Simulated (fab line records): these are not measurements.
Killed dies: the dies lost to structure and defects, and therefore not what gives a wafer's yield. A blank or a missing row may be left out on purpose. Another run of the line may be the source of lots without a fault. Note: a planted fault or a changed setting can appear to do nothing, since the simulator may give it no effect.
fab line records	flow berkeley_cmos170	part 1 of 2: steps 1 to 33 of 46
record: lots: 5	wafers: 15	last_day: 12
route steps=331 shown NWELL@18 PWELL@34 WELLDRIVE@55 ACTIVE@60
lots with no fault: from the same line, run without faults
start_h: start of the lot's first displayed wafer, in hours after the record's first day	wait_h: hours elapsed since this lot's preceding step	" as in the row above	L1.1+2: a row that stands for several wafers	- no value, or no start given	* or withheld: withheld	< > ~ a bound
route shown NAME@n: names a module that has steps shown in the file, with the first one's number in the route	usual: mean/standard deviation of fault-free wafers	same: alike in all rows	chamber/n: place in a boat	sites: per-site readings	_std_site: the values' standard deviation	_edge_site: inner sites' mean taken away from outer sites' mean	radius_mm: for every site, how far away it sits from the centre of the wafer	mask NAME#n: copy n	behind: the last tool/chamber to shape the wafer	hold: why the lot was held/for how many hours/how that ended	device: which transistor (n, p or np) failed to switch	end of line: the route-end tests of the same wafers	where a step has no rows: the recipe by itself	killed: dies that structure and defects cost at the first sort, which is not the same as the wafer's yield	map: a wafer's dies, marking killed ones x, the rest . and places with no die _
set.NAME: the run value of the setting; set.NAME@STEP: its run value at that earlier step	model.NAME: the simulator's own value behind a step, which no gauge read
a table for each step, a row for each wafer; lots at some steps of the route
services: when a tool's chamber went out of use (start_h, in hours from the record's first day, below 0 if earlier), for how many hours, and the reason
== steps ==
step: UCB170_NWELL_CVD_04
recipe: material: Si3N4	target_thk_nm: 224	temp_c: 800	precursor: SiH2Cl2/NH3	time_s: 3360	pressure_mtorr: 200	sih2cl2_flow_sccm: 25	nh3_flow_sccm: 75
usual: spike_tc_source_C: 820.3/1.9
lot.wafer	tool	chamber	start_h	wait_h	spike_tc_source_C
L075.1	lpcvd-01	0	40.60	0.0	821.1
L075.3	"	0	"	"	819.0
L075.6	"	0	"	"	819.6
L076.1	lpcvd-01	0	45.27	0.7	819.7
L076.2	"	0	"	"	819.2
L076.4	"	0	"	"	819.2
L089.1	lpcvd-01	0	109.58	0.7	819.4
L089.3	"	0	"	"	819.7
L089.5	"	0	"	"	820.2
L096.1	lpcvd-01	1	143.17	0.0	818.4
L096.4	"	1	"	"	819.7
L096.6	"	1	"	"	816.7
L097.4	lpcvd-02	0	151.17	0.0	821.3
L097.5	"	0	"	"	823.1
L097.6	"	0	"	"	820.3
step: UCB170_NWELL_THK_MEAS_05
recipe: reads: Si3N4_of_NWELL_CVD_04
usual: NWELL_NITRIDE_THK: 223.5/1.9
lot.wafer	tool	chamber	start_h	wait_h	NWELL_NITRIDE_THK[nm]
L075.1	film_metro-04	-	42.54	0.0	222.7
L075.3	"	-	"	"	220.4
L075.6	"	-	"	"	224.4
L076.1	film_metro-04	-	47.21	0.0	221.7
L076.2	"	-	"	"	224.0
L076.4	"	-	"	"	220.8
L089.1	film_metro-01	-	111.51	0.0	225.7
L089.3	"	-	"	"	226.0
L089.5	"	-	"	"	225.4
L096.1	film_metro-01	-	145.11	0.0	223.4
L096.4	"	-	"	"	222.5
L096.6	"	-	"	"	222.4
L097.4	film_metro-04	-	153.13	0.0	226.4
L097.5	"	-	"	"	225.9
L097.6	"	-	"	"	223.9
step: UCB170_NWELL_HMDS_06
recipe: prime_time_s: 60	prime_temp_c: 100
lot.wafer	tool	chamber	start_h	wait_h
L075.1+3+6	litho_track-02	0	42.94	0.4
L076.1+2+4	litho_track-01	0	47.79	0.6
L089.1+3+5	litho_track-01	0	111.57	0.1
L096.1+4+6	litho_track-04	0	145.59	0.5
L097.4+5+6	litho_track-01	0	153.43	0.3
step: UCB170_NWELL_COAT_07
recipe: resist: KrF	spin_rpm: 1500	resist_thk_nm: 900
lot.wafer	tool	chamber	start_h	wait_h
L075.1+3+6	litho_track-02	0	43.09	0.1
L076.1+2+4	litho_track-01	0	47.94	0.1
L089.1+3+5	litho_track-01	0	111.72	0.1
L096.1+4+6	litho_track-04	0	145.74	0.1
L097.4+5+6	litho_track-01	0	153.58	0.1
step: UCB170_NWELL_SOFTBAKE_08
recipe: resist: KrF	temp_c: 130	time_s: 60
lot.wafer	tool	chamber	start_h	wait_h
L075.1+3+6	litho_track-02	0	43.24	0.1
L076.1+2+4	litho_track-01	0	48.09	0.1
L089.1+3+5	litho_track-01	0	111.87	0.1
L096.1+4+6	litho_track-04	0	145.89	0.1
L097.4+5+6	litho_track-01	0	153.73	0.1
step: UCB170_NWELL_EXPOSE_09
recipe: mask_id: NWELL	target_cd_nm: 3000	na: 0.5	sigma_outer: 0.6	source_shape: conventional	dose_mj: 25
lot.wafer	tool	chamber	start_h	wait_h	mask
L075.1+3+6	krf_scanner-02	0	43.39	0.1	NWELL#0
L076.1+2+4	krf_scanner-02	0	48.39	0.3	NWELL#0
L089.1+3+5	krf_scanner-02	0	112.24	0.3	NWELL#0
L096.1+4+6	krf_scanner-02	0	146.04	0.1	NWELL#0
L097.4+5+6	krf_scanner-02	0	153.99	0.2	NWELL#0
step: UCB170_NWELL_PEB_10
recipe: peb_temp_c: 130	peb_time_s: withheld	resist: KrF
lot.wafer	tool	chamber	start_h	wait_h
L075.1+3+6	litho_track-02	0	43.94	0.5
L076.1+2+4	litho_track-04	0	49.42	1.0
L089.1+3+5	litho_track-02	0	112.52	0.3
L096.1+4+6	litho_track-02	0	146.89	0.8
L097.4+5+6	litho_track-01	0	154.33	0.3
step: UCB170_NWELL_DEVELOP_11
recipe: developer: TMAH	develop_time_s: 45	resist: KrF	dev_temp_c: 21
lot.wafer	tool	chamber	start_h	wait_h
L075.1+3+6	litho_track-02	0	-	-
L076.1+2+4	litho_track-04	0	-	-
L089.1+3+5	litho_track-02	0	-	-
L096.1+4+6	litho_track-02	0	-	-
L097.4+5+6	litho_track-01	0	-	-
step: UCB170_NWELL_OVL_MEAS_12
usual: NWELL_OVL: 1/5.8
lot.wafer	tool	chamber	start_h	wait_h	NWELL_OVL[nm]
L075.1	overlay-01	-	44.21	-	7
L075.3	"	-	"	"	5
L075.6	"	-	"	"	4
L076.1	overlay-01	-	49.69	-	-7
L076.2	"	-	"	"	-7
L076.4	"	-	"	"	-6
L089.1	overlay-02	-	112.79	-	7
L089.3	"	-	"	"	12
L089.5	"	-	"	"	1
L096.1	overlay-01	-	147.16	-	8
L096.4	"	-	"	"	5
L096.6	"	-	"	"	1
L097.4	overlay-01	-	154.55	-	3
L097.5	"	-	"	"	7
L097.6	"	-	"	"	8
step: UCB170_NWELL_ETCH_13
recipe: chemistry: CH3F/Ar/O2	target: Si3N4	stop_on: SiO2	CH3F_flow_sccm: 20	Ar_flow_sccm: 50	O2_flow_sccm: 7	pressure_mtorr: 50	rf_w: 450	target_depth_a: 2464	over_etch_frac: 0.1	time_s: 154
usual: drypump_motor_current_A: 5.5/0.32	oes_product_au: 0.925/0.014	throttle_valve_pct: 8.10/0.088
lot.wafer	tool	chamber	start_h	wait_h	drypump_motor_current_A	oes_product_au	rf_hours_counter_h	throttle_valve_pct
L075.1	rie_diel-01	3	44.25	0.0	5.8	0.957	161	8.26
L075.3	"	1	"	"	5.3	0.901	55	8.09
L075.6	"	3	"	"	5.8	0.953	-	8.25
L076.1	rie_diel-03	0	49.73	0.0	6.1	0.922	148	8.16
L076.2	"	2	"	"	5.4	0.928	79	8.02
L076.4	"	1	"	"	5.8	0.925	139	8.24
L089.1	rie_diel-01	1	112.83	0.0	5.3	0.921	59	8.10
L089.3	"	0	"	"	5.7	0.978	65	7.99
L089.5	"	1	"	"	5.3	0.916	-	8.08
L096.1	rie_diel-02	3	147.20	0.0	5.6	0.920	11	7.98
L096.4	"	1	"	"	5.4	0.926	137	8.05
L096.6	"	3	"	"	5.6	0.922	-	7.98
L097.4	rie_diel-03	1	154.56	0.0	5.8	0.929	144	8.24
L097.5	"	3	"	"	5.0	0.933	-	8.20
L097.6	"	0	"	"	6.1	0.933	-	8.18
step: UCB170_NWELL_IMPLANT_14
recipe: species: P	dose_cm2: 1e+13	energy_kev: 150	tilt_deg: 7
lot.wafer	tool	chamber	start_h	wait_h
L075.1+3+6	implanter-02	0	44.35	0.1
L076.1+2+4	implanter-02	0	49.83	0.1
L089.1+3+5	implanter-04	0	112.93	0.1
L096.1+4+6	implanter-02	0	147.30	0.1
L097.4+5+6	implanter-04	0	154.74	0.1
step: UCB170_NWELL_STRIP_15
recipe: chemistry: O2	power_w: 400	pressure_mtorr: 3500	platen_temp_c: withheld	o2_flow_sccm: 400	overash_fraction: 0.5
usual: drypump_motor_current_A: 5.59/0.2	oes_product_au: 0.721/0.0046	strip_time_to_endpoint_s: 17.99/0.086
lot.wafer	tool	chamber	start_h	wait_h	drypump_motor_current_A	oes_product_au	rf_hours_counter_h	strip_time_to_endpoint_s
L075.1	plasma_asher-03	0	44.50	0.1	5.44	0.719	27	17.93
L075.3	"	1	"	"	5.64	0.718	-	17.95
L075.6	"	0	"	"	5.40	0.723	-	17.86
L076.1	plasma_asher-03	0	49.98	0.1	5.43	0.734	28	17.82
L076.2	"	1	"	"	5.68	0.718	28	17.88
L076.4	"	1	"	"	5.66	0.722	-	17.96
L089.1	plasma_asher-03	1	113.08	0.1	5.62	0.723	36	18.00
L089.3	"	1	"	"	5.64	0.719	-	18.05
L089.5	"	1	"	"	5.63	0.727	-	17.94
L096.1	plasma_asher-01	0	147.45	0.1	5.87	0.728	46	17.96
L096.4	"	0	"	"	5.85	0.721	-	18.05
L096.6	"	1	"	"	5.50	0.711	-	18.04
L097.4	plasma_asher-02	0	154.85	0.1	5.24	0.721	-	17.92
L097.5	"	0	"	"	5.25	0.717	-	17.87
L097.6	"	1	"	"	5.78	0.723	-	17.85
step: UCB170_NWELL_TW_MEAS_16
usual: NWELL_TW: 1245/7.3
lot.wafer	tool	chamber	start_h	wait_h	NWELL_TW
L075.1	film_metro-01	-	44.60	0.1	1246
L075.3	"	-	"	"	1246
L075.6	"	-	"	"	1256
L076.1	film_metro-04	-	50.08	0.1	1241
L076.2	"	-	"	"	1241
L076.4	"	-	"	"	1243
L089.1	film_metro-01	-	113.18	0.1	1247
L089.3	"	-	"	"	1252
L089.5	"	-	"	"	1255
L096.1	film_metro-04	-	147.55	0.1	1243
L096.4	"	-	"	"	1253
L096.6	"	-	"	"	1246
L097.4	film_metro-01	-	154.95	0.1	1248
L097.5	"	-	"	"	1239
L097.6	"	-	"	"	1247
step: UCB170_NWELL_CLEAN_17
recipe: chemistry: SPM	temp_c: 120	time_s: 600
lot.wafer	tool	chamber	start_h	wait_h
L075.1+3+6	wet_bench-02	2	44.66	0.1
L076.1+2+4	wet_bench-04	1	51.76	1.7
L089.1+3+5	wet_bench-01	2	113.24	0.1
L096.1+4+6	wet_bench-01	1	151.03	3.5
L097.4+5+6	wet_bench-02	0	154.98	0.0
step: UCB170_NWELL_WET_ETCH_18
recipe: chemistry: H3PO4	target: Si3N4	temp_c: 160	time_s: 14400
lot.wafer	tool	chamber	start_h	wait_h
L075.1+3+6	wet_bench-01	3	44.84	0.0
L076.1+2+4	wet_bench-04	2	52.16	0.2
L089.1+3+5	wet_bench-02	2	113.42	0.0
L096.1+4+6	wet_bench-01	2	151.41	0.2
L097.4+5+6	wet_bench-02	1	155.15	0.0
step: UCB170_NWELL_WET_ETCH_19
recipe: chemistry: BOE	dilution: 5:1	target: SiO2	temp_c: 25	time_s: 22
lot.wafer	tool	chamber	start_h	wait_h
L075.1+3+6	wet_bench-01	1	49.44	0.2
L076.1+2+4	wet_bench-04	0	56.79	0.3
L089.1+3+5	wet_bench-04	0	117.43	0.0
L096.1+4+6	wet_bench-01	3	155.97	0.2
L097.4+5+6	wet_bench-04	3	159.64	0.5
step: UCB170_PWELL_CLEAN_00
recipe: chemistry: SPM	temp_c: 120	time_s: 600
lot.wafer	tool	chamber	start_h	wait_h
L075.1+3+6	wet_bench-02	1	49.82	0.4
L076.1+2+4	wet_bench-04	1	57.00	0.2
L089.1+3+5	wet_bench-02	1	117.44	0.0
L096.1+4+6	wet_bench-01	0	155.99	0.0
L097.4+5+6	wet_bench-02	1	159.73	0.1
step: UCB170_PWELL_CLEAN_01
recipe: chemistry: dHF	dilution: 25:1	time_s: 60
lot.wafer	tool	chamber	start_h	wait_h
L075.1+3+6	wet_bench-04	0	51.73	1.7
L076.1+2+4	wet_bench-01	2	58.22	1.0
L089.1+3+5	wet_bench-04	0	117.69	0.1
L096.1+4+6	wet_bench-01	0	156.18	0.0
L097.4+5+6	wet_bench-02	3	159.99	0.1
step: UCB170_PWELL_OXIDATION_02
recipe: temp_c: 1000	ambient: O2	target_thk_a: 264	ox_time_s: 1260
usual: spike_tc_source_C: 1028.7/1.1
lot.wafer	tool	chamber	start_h	wait_h	spike_tc_source_C
L075.1	furnace-01	0	56.18	4.4	1028.6
L075.3	"	0	"	"	1029.2
L075.6	"	0	"	"	1029.7
L076.1	furnace-04	0	62.94	4.7	1026.5
L076.2	"	0	"	"	1027.7
L076.4	"	0	"	"	1028.3
L089.1	furnace-02	0	118.62	0.9	1029.4
L089.3	"	0	"	"	1029.0
L089.5	"	0	"	"	1029.3
L096.1	furnace-04	0	160.34	4.1	1028.2
L096.4	"	0	"	"	1029.5
L096.6	"	0	"	"	1028.2
L097.4	furnace-04	0	160.34	0.3	1026.5
L097.5	"	0	"	"	1028.1
L097.6	"	0	"	"	1027.6
step: UCB170_PWELL_THK_MEAS_03
recipe: reads: SiO2_of_PWELL_OXIDATION_02
usual: PWELL_OXIDE_THK: 26.6/0.4
lot.wafer	tool	chamber	start_h	wait_h	PWELL_OXIDE_THK[nm]
L075.1	film_metro-04	-	57.53	0.0	26.4
L075.3	"	-	"	"	26.8
L075.6	"	-	"	"	26.4
L076.1	film_metro-04	-	64.29	0.0	27.0
L076.2	"	-	"	"	27.1
L076.4	"	-	"	"	26.7
L089.1	film_metro-02	-	119.97	0.0	26.7
L089.3	"	-	"	"	26.6
L089.5	"	-	"	"	26.5
L096.1	film_metro-02	-	161.69	0.0	26.6
L096.4	"	-	"	"	26.2
L096.6	"	-	"	"	26.3
L097.4	film_metro-04	-	161.72	0.0	26.2
L097.5	"	-	"	"	26.4
L097.6	"	-	"	"	26.0
step: UCB170_PWELL_ANNEAL_04
recipe: temp_c: 1000	time_s: 856.1	ambient: N2
usual: spike_tc_source_C: 1028.8/1
lot.wafer	tool	chamber	start_h	wait_h	spike_tc_source_C
L075.1	furnace-02	0	62.04	4.5	1028.4
L075.3	"	0	"	"	1030.2
L075.6	"	0	"	"	1029.1
L076.1	furnace-02	0	68.04	3.7	1028.1
L076.2	"	0	"	"	1028.3
L076.4	"	0	"	"	1029.7
L089.1	furnace-02	0	125.97	6.0	1030.2
L089.3	"	0	"	"	1029.5
L089.5	"	0	"	"	1028.5
L096.1	furnace-02	0	165.71	4.0	1029.8
L096.4	"	0	"	"	1030.0
L096.6	"	0	"	"	1028.4
L097.4	furnace-02	0	165.71	4.0	1030.5
L097.5	"	0	"	"	1028.9
L097.6	"	0	"	"	1029.8
step: UCB170_PWELL_CVD_05
recipe: material: Si3N4	target_thk_nm: 220	temp_c: 800	precursor: SiH2Cl2/NH3	time_s: 3300	pressure_mtorr: 200	sih2cl2_flow_sccm: 25	nh3_flow_sccm: 75
usual: spike_tc_source_C: 821.6/2.3
lot.wafer	tool	chamber	start_h	wait_h	spike_tc_source_C
L075.1	lpcvd-01	1	63.29	0.0	818.9
L075.3	"	1	"	"	816.8
L075.6	"	1	"	"	817.9
L076.1	lpcvd-01	1	69.29	0.0	817.9
L076.2	"	1	"	"	818.7
L076.4	"	1	"	"	818.6
L089.1	lpcvd-01	0	128.56	1.3	818.5
L089.3	"	0	"	"	820.3
L089.5	"	0	"	"	819.2
L096.1	lpcvd-02	0	166.96	0.0	823.3
L096.4	"	0	"	"	823.4
L096.6	"	0	"	"	823.5
L097.4	lpcvd-02	1	166.96	0.0	824.0
L097.5	"	1	"	"	823.0
L097.6	"	1	"	"	823.3
step: UCB170_PWELL_THK_MEAS_06
recipe: reads: Si3N4_of_PWELL_CVD_05
usual: PWELL_NITRIDE_THK: 220.5/1.9
lot.wafer	tool	chamber	start_h	wait_h	PWELL_NITRIDE_THK[nm]
L075.1	film_metro-04	-	65.21	0.0	222.5
L075.3	"	-	"	"	222.4
L075.6	"	-	"	"	220.6
L076.1	film_metro-04	-	71.21	0.0	220.6
L076.2	"	-	"	"	221.3
L076.4	"	-	"	"	220.6
L089.1	film_metro-04	-	130.47	0.0	217.7
L089.3	"	-	"	"	216.5
L089.5	"	-	"	"	216.5
L096.1	film_metro-04	-	168.87	0.0	222.8
L096.4	"	-	"	"	223.5
L096.6	"	-	"	"	224.4
L097.4	film_metro-02	-	168.90	0.0	220.0
L097.5	"	-	"	"	219.2
L097.6	"	-	"	"	219.5
step: UCB170_PWELL_HMDS_07
recipe: prime_time_s: 60	prime_temp_c: 100
lot.wafer	tool	chamber	start_h	wait_h
L075.1+3+6	litho_track-01	0	65.27	0.1
L076.1+2+4	litho_track-01	0	71.27	0.1
L089.1+3+5	litho_track-03	0	130.78	0.3
L096.1+4+6	litho_track-03	0	168.93	0.1
L097.4+5+6	litho_track-02	0	169.01	0.1
step: UCB170_PWELL_COAT_08
recipe: resist: KrF	spin_rpm: 1500	resist_thk_nm: 900
lot.wafer	tool	chamber	start_h	wait_h
L075.1+3+6	litho_track-01	0	65.42	0.1
L076.1+2+4	litho_track-01	0	71.42	0.1
L089.1+3+5	litho_track-03	0	130.93	0.1
L096.1+4+6	litho_track-03	0	169.08	0.1
L097.4+5+6	litho_track-02	0	169.16	0.1
step: UCB170_PWELL_SOFTBAKE_09
recipe: resist: KrF	temp_c: 130	time_s: 60
lot.wafer	tool	chamber	start_h	wait_h
L075.1+3+6	litho_track-01	0	65.57	0.1
L076.1+2+4	litho_track-01	0	71.57	0.1
L089.1+3+5	litho_track-03	0	131.08	0.1
L096.1+4+6	litho_track-03	0	169.23	0.1
L097.4+5+6	litho_track-02	0	169.31	0.1
step: UCB170_PWELL_EXPOSE_10
recipe: mask_id: PWELL	target_cd_nm: 3000	na: 0.5	sigma_outer: 0.6	source_shape: conventional	dose_mj: 19
lot.wafer	tool	chamber	start_h	wait_h	mask
L075.1+3+6	krf_scanner-01	0	65.79	0.2	PWELL#0
L076.1+2+4	krf_scanner-01	0	71.72	0.1	PWELL#0
L089.1+3+5	krf_scanner-01	0	131.50	0.4	PWELL#0
L096.1+4+6	krf_scanner-02	0	169.51	0.2	PWELL#0
L097.4+5+6	krf_scanner-01	0	169.92	0.6	PWELL#0
step: UCB170_PWELL_PEB_11
recipe: peb_temp_c: 130	peb_time_s: withheld	resist: KrF
lot.wafer	tool	chamber	start_h	wait_h
L075.1+3+6	litho_track-02	0	66.72	0.9
L076.1+2+4	litho_track-01	0	71.83	0.1
L089.1+3+5	litho_track-02	0	131.88	0.4
L096.1+4+6	litho_track-01	0	169.62	0.1
L097.4+5+6	litho_track-01	0	170.25	0.3
step: UCB170_PWELL_DEVELOP_12
recipe: developer: TMAH	develop_time_s: 45	resist: KrF	dev_temp_c: 21
lot.wafer	tool	chamber	start_h	wait_h
L075.1+3+6	litho_track-02	0	-	-
L076.1+2+4	litho_track-01	0	-	-
L089.1+3+5	litho_track-02	0	-	-
L096.1+4+6	litho_track-01	0	-	-
L097.4+5+6	litho_track-01	0	-	-
step: UCB170_PWELL_OVL_MEAS_13
usual: PWELL_OVL: -2/5.1
lot.wafer	tool	chamber	start_h	wait_h	PWELL_OVL[nm]
L075.1	overlay-02	-	67.00	-	-1
L075.3	"	-	"	"	-2
L075.6	"	-	"	"	-6
L076.1	overlay-02	-	72.11	-	2
L076.2	"	-	"	"	-3
L076.4	"	-	"	"	-6
L089.1	overlay-02	-	132.16	-	9
L089.3	"	-	"	"	1
L089.5	"	-	"	"	1
L096.1	overlay-01	-	169.90	-	-3
L096.4	"	-	"	"	-7
L096.6	"	-	"	"	-2
L097.4	overlay-01	-	170.47	-	3
L097.5	"	-	"	"	5
L097.6	"	-	"	"	9
step: UCB170_PWELL_ETCH_14
recipe: chemistry: CH3F/Ar/O2	target: Si3N4	stop_on: SiO2	CH3F_flow_sccm: 20	Ar_flow_sccm: 50	O2_flow_sccm: 7	pressure_mtorr: 50	rf_w: 450	target_depth_a: 2420	over_etch_frac: 0.1	time_s: 151
usual: drypump_motor_current_A: 5.5/0.3	oes_product_au: 0.935/0.018	throttle_valve_pct: 8.11/0.084
lot.wafer	tool	chamber	start_h	wait_h	drypump_motor_current_A	oes_product_au	rf_hours_counter_h	throttle_valve_pct
L075.1	rie_diel-03	1	67.03	0.0	5.8	0.930	140	8.24
L075.3	"	3	"	"	5.0	0.928	5	8.19
L075.6	"	3	"	"	5.0	0.924	-	8.21
L076.1	rie_diel-03	1	72.14	0.0	5.7	0.930	141	8.24
L076.2	"	0	"	"	6.1	0.940	149	8.17
L076.4	"	3	"	"	5.0	0.924	5	8.20
L089.1	rie_diel-04	0	132.20	0.0	5.5	0.952	123	8.18
L089.3	"	3	"	"	5.4	0.926	20	8.06
L089.5	"	0	"	"	5.5	0.956	-	8.19
L096.1	rie_diel-04	1	169.94	0.0	5.6	0.932	15	8.20
L096.4	"	2	"	"	5.1	0.959	18	8.04
L096.6	"	2	"	"	5.1	0.959	-	8.04
L097.4	rie_diel-03	3	170.54	0.1	5.0	0.923	-	8.20
L097.5	"	1	"	"	5.8	0.929	-	8.23
L097.6	"	2	"	"	5.4	0.934	-	8.02
step: UCB170_PWELL_IMPLANT_15
recipe: species: B	dose_cm2: 5e+12	energy_kev: 60	tilt_deg: 7
lot.wafer	tool	chamber	start_h	wait_h
L075.1+3+6	implanter-03	0	67.13	0.1
L076.1+2+4	implanter-03	0	72.24	0.1
L089.1+3+5	implanter-04	0	132.30	0.1
L096.1+4+6	implanter-04	0	170.04	0.1
L097.4+5+6	implanter-01	0	170.66	0.1
step: UCB170_PWELL_STRIP_16
recipe: chemistry: O2	power_w: 400	pressure_mtorr: 3500	platen_temp_c: withheld	o2_flow_sccm: 400	overash_fraction: 0.5
usual: drypump_motor_current_A: 5.69/0.29	oes_product_au: 0.721/0.0046	strip_time_to_endpoint_s: 18.10/0.093
lot.wafer	tool	chamber	start_h	wait_h	drypump_motor_current_A	oes_product_au	rf_hours_counter_h	strip_time_to_endpoint_s
L075.1	plasma_asher-04	1	67.28	0.1	5.43	0.727	27	18.01
L075.3	"	0	"	"	6.23	0.728	-	18.04
L075.6	"	0	"	"	6.24	0.724	-	17.92
L076.1	plasma_asher-04	0	72.39	0.1	6.23	0.718	27	18.17
L076.2	"	1	"	"	5.40	0.716	27	18.09
L076.4	"	1	"	"	5.41	0.721	-	18.13
L089.1	plasma_asher-01	1	132.45	0.1	5.50	0.722	44	18.16
L089.3	"	1	"	"	5.48	0.709	-	18.06
L089.5	"	0	"	"	5.92	0.725	-	18.17
L096.1	plasma_asher-01	1	170.19	0.1	5.49	0.726	48	18.21
L096.4	"	0	"	"	5.87	0.719	-	18.13
L096.6	"	1	"	"	5.50	0.719	-	18.04
L097.4	plasma_asher-03	0	170.77	0.1	5.46	0.730	-	18.07
L097.5	"	0	"	"	5.41	0.719	-	18.17
L097.6	"	1	"	"	5.66	0.717	-	18.15
